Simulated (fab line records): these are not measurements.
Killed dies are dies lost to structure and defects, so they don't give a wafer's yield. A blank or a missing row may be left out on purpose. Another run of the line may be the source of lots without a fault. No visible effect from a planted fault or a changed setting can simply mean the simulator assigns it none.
2 desks, one fault / flow rit_cmos / only its own numbers are on each desk; what lay behind them is given at the end

## AT THE TOOL OWNER'S DESK: rie_metal-01
The tool's own readings at RIT_M1_METAL_ETCH_12 (etches Al in Cl2/BCl3, stops on SiO2, time 165 s, target depth 600 nm): means of the sampled wafers that have a number, for each lot that ran on this tool. Any lot whose mean is over 4 standard deviations away from the usual mean is out of limits and marked OUT; that distance is given in the brackets.
Columns: A = bcl3_flow_sccm at RIT_M1_METAL_ETCH_12, usual 50.00 sccm; B = drypump_motor_current_A at RIT_M1_METAL_ETCH_12, usual 5.53 A; C = oes_product_au at RIT_M1_METAL_ETCH_12, usual 0.781 a.u.; D = rf_fwd_power_W at RIT_M1_METAL_ETCH_12, usual 249.0 W; E = throttle_valve_pct at RIT_M1_METAL_ETCH_12, usual 8.23 %
lot=L447; first seen here=day 4 18:39; A=49.94; B=5.97; C=0.783; D=249.2; E=8.13
lot=L452; first seen here=day 5 13:31; A=49.99; B=5.82; C=0.777; D=279.0 (+41) OUT; E=8.19
lot=L453; first seen here=day 5 19:43; A=49.94; B=5.71; C=0.775; D=278.3 (+40) OUT; E=8.24
This desk finds L452, L453 out of limits, L452 being first, at day 5 13:31 (rf_fwd_power_W at RIT_M1_METAL_ETCH_12). Within limits: L447.

## FROM THE METROLOGY DESK
What the gauges read, lot by lot, whatever tool the lot ran on: means of the sampled wafers that have a number. Any lot whose mean is over 4 standard deviations away from the usual mean is out of limits and marked OUT; that distance is given in the brackets.
Columns: A = M1_AL_RS at RIT_M1_RS_MEAS_01, usual 0.0732 ohm/sq; B = M1_AL_THK at RIT_M1_THK_MEAS_02, usual 402 nm; C = cd_nm at RIT_M1_CD_MEAS_09, usual 2599.2 nm; D = M1_OVL at RIT_M1_OVL_MEAS_10, usual 0.7 nm
lot=L443; first seen here=day 3 13:28; A=0.0734; B=404; C=2598.1; D=0.6
lot=L447; first seen here=day 4 17:00; A=0.0729; B=405; C=2598.4; D=1.8
lot=L452; first seen here=day 5 12:04; A=0.0728; B=404; C=2600.3; D=-2.1
lot=L453; first seen here=day 5 18:07; A=0.0727; B=404; C=2601.1; D=1.0
lot=L458; first seen here=day 6 14:54; A=0.0728; B=405; C=2600.2; D=1.2
lot=L463; first seen here=day 7 12:19; A=0.0734; B=401; C=2602.4; D=0.3
This desk's verdict: no lot among the 6 shows anything out of limits.

## TAKEN TOGETHER
The tool owner's desk could have raised an alarm at day 5 13:31, on L452, L453.
The metrology desk saw nothing out of limits.
The metrology desk holds a record of L452, L453, inside its limits.
The lots listed all ran RIT_M1_METAL_ETCH_12 on rie_metal-01.

## WHAT THE SIMULATOR HAD PUT IN
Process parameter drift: rie_metal-01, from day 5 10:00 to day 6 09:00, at RIT_M1_METAL_ETCH_12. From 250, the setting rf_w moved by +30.
Struck lots among those shown: L452, L453.
How many hours passed from the start of the fault until each desk's first out-of-limits reading: the tool owner's desk, 4.
